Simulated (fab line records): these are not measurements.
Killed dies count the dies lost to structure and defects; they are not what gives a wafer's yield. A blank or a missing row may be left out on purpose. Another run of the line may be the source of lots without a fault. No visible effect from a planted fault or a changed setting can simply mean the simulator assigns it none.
fab line records | flow ritCmos
record lots=14 wafers=42 lastDay=7
route steps=202 shown ACTIVE@7 M1@202
lots untouched by any fault: they come from a run of this same line in which no faults occurred
startH: start of the lot's first displayed wafer, in hours after the record's first day | waitH: how many hours have passed since the lot's step before this one | " identical to the entry in the row above | L1.1+2: a row that stands for several wafers | - no value, or no start was given | * or withheld: withheld | < > ~ a bound
route shown NAME@n: a module of which the file shows steps, and the number in the route of the first | usual: mean/standard deviation of fault-free wafers | same: alike in all rows | chamber/n: place in a boat | sites: per-site readings | _std_site: their standard deviation | _edge_site: mean of outer sites minus mean of inner sites | radiusMm: for every site, how far away it sits from the centre of the wafer | mask NAME#n: copy n | behind: tool/chamber where the wafer was last shaped | hold: why the lot went on hold/how many hours it stayed there/how the hold came to an end | device: names the non-switching transistor (n, p or np) | end of line: tests run on the same wafers once the route is complete | for a step that has no rows: nothing shown but its recipe | killed: the dies lost at the first sort to structure and to defects; this is not the yield of the wafer | map: the dies of a wafer, with x for killed, . for not killed, _ for no die there
set.NAME: the run value of the setting; set.NAME@STEP: its run value at that earlier step | model.NAME: the simulator's own value behind a step, which no gauge read
route steps across a sampled set of lots; one table per step, one row per wafer
## steps
# step RIT_ACTIVE_COAT_06
# recipe resist=NOVOLAK spinRpm=3250 resistThkNm=1000
# columns lot.wafer tool chamber startH waitH
L927.1+4+6 lithoTrack-01 0 14.28 0.1
L928.2+4+6 lithoTrack-02 0 19.85 0.1
L929.1+5+6 lithoTrack-01 0 24.52 0.1
L930.2+3+6 lithoTrack-04 0 29.02 0.1
L931.1+2+6 lithoTrack-01 0 35.26 0.1
L932.2+5+6 lithoTrack-04 0 38.77 0.1
L935.3+4+5 lithoTrack-02 0 54.67 0.1
L937.1+2+6 lithoTrack-02 0 65.00 0.1
L941.2+5+6 lithoTrack-04 0 84.33 0.1
L942.3+4+5 lithoTrack-01 0 88.79 0.1
L943.2+4+6 lithoTrack-04 0 94.70 0.1
L944.3+4+6 lithoTrack-04 0 104.66 0.1
L946.3+5+6 lithoTrack-04 0 108.79 0.1
L949.1+3+6 lithoTrack-04 0 124.85 0.1
# step RIT_ACTIVE_CD_MEAS_11
# recipe targetCdNm=1400
# usual cdNm=1399.4/2.1
# columns lot.wafer tool chamber startH waitH cdNm
L927.1 cdSem-02 - 15.10 - 1399.4
L927.4 " - " " 1395.0
L927.6 " - " " 1399.3
L928.2 cdSem-02 - 20.55 - 1394.1
L928.4 " - " " 1396.5
L928.6 " - " " 1397.6
L929.1 cdSem-01 - 25.34 - 1398.4
L929.5 " - " " 1398.3
L929.6 " - " " 1398.5
L930.2 cdSem-02 - 29.72 - 1400.4
L930.3 " - " " 1399.0
L930.6 " - " " 1396.7
L931.1 cdSem-02 - 36.29 - 1397.2
L931.2 " - " " 1396.4
L931.6 " - " " 1396.1
L932.2 cdSem-01 - 39.46 - 1400.5
L932.5 " - " " 1399.2
L932.6 " - " " 1401.2
L935.3 cdSem-01 - 55.36 - 1406.0
L935.4 " - " " 1407.5
L935.5 " - " " 1408.4
L937.1 cdSem-02 - 65.93 - 1406.4
L937.2 " - " " 1405.7
L937.6 " - " " 1404.0
L941.2 cdSem-02 - 85.15 - 1400.5
L941.5 " - " " 1402.5
L941.6 " - " " 1401.1
L942.3 cdSem-01 - 89.60 - 1400.1
L942.4 " - " " 1399.9
L942.5 " - " " 1401.3
L943.2 cdSem-02 - 95.52 - 1398.5
L943.4 " - " " 1399.6
L943.6 " - " " 1399.1
L944.3 cdSem-02 - 105.68 - 1397.6
L944.4 " - " " 1397.8
L944.6 " - " " 1397.5
L946.3 cdSem-02 - 109.60 - 1398.5
L946.5 " - " " 1400.5
L946.6 " - " " 1401.5
L949.1 cdSem-02 - 125.78 - 1400.0
L949.3 " - " " 1396.9
L949.6 " - " " 1399.5
# step RIT_M1_PROBE_99
# usual killed_at_M0_to_M3=0.0/0.083 killedAtContacts=0.1/0.23 killedAtFrontEnd=7/3.1 killedDies=7/3.1 killedOnRim=1.8/1.4 killedOpen=3.3/2 killedShort=3.6/1.9
# same grossDies=264 killed_at_M4_up=0 killedAtBackSide=0 killedAtOther=0
# columns lot.wafer tool chamber startH waitH killed_at_M0_to_M3 killedAtContacts killedAtFrontEnd killedDies killedOnRim killedOpen killedShort
L942.3 prober-01 - 144.35 0.2 0 0 4 4 0 2 2
L942.4 prober-01 - 144.40 0.2 0 0 6 6 1 3 3
L942.5 prober-01 - 144.45 0.2 0 0 3 3 1 0 3
# killed by level:class
L942.3 GATE:geometricParticle:open=2 SPACER:geometricParticle:short=2
L942.4 GATE:geometricParticle:open=3 GATE:geometricParticle:short=2 FOX1:geometricParticle:short=1
L942.5 FOX2:geometricParticle:short=1 GATE:geometricParticle:short=1 SPACER:geometricParticle:short=1
## key
firstSign step=RIT_ACTIVE_CD_MEAS_11 reading=cdNm direction=up sigmas=3.3 usual=1399.4 struck=1406.3
effect none on later readings
metAt RIT_ACTIVE_COAT_06
struckLots L935,L937
testerLeftOut L935,L937
onsetBetween 19.85 54.67
fault kind=processParameterDrift tool=lithoTrack-02 chamber=- onsetH=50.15 steps=RIT_ACTIVE_COAT_06 channel=resistThkNm offset=61.868 shape=step endH=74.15 actsIn=theseRecipesOnly stated=1000
# testerLeftOut: of these lots the tester's yield and bins aren't shown, on N5 and GAA mostly nor the transistor test; their killed dies are dies lost to structure and defects alone, not to doping, threshold or leakage, so they don't give the yield
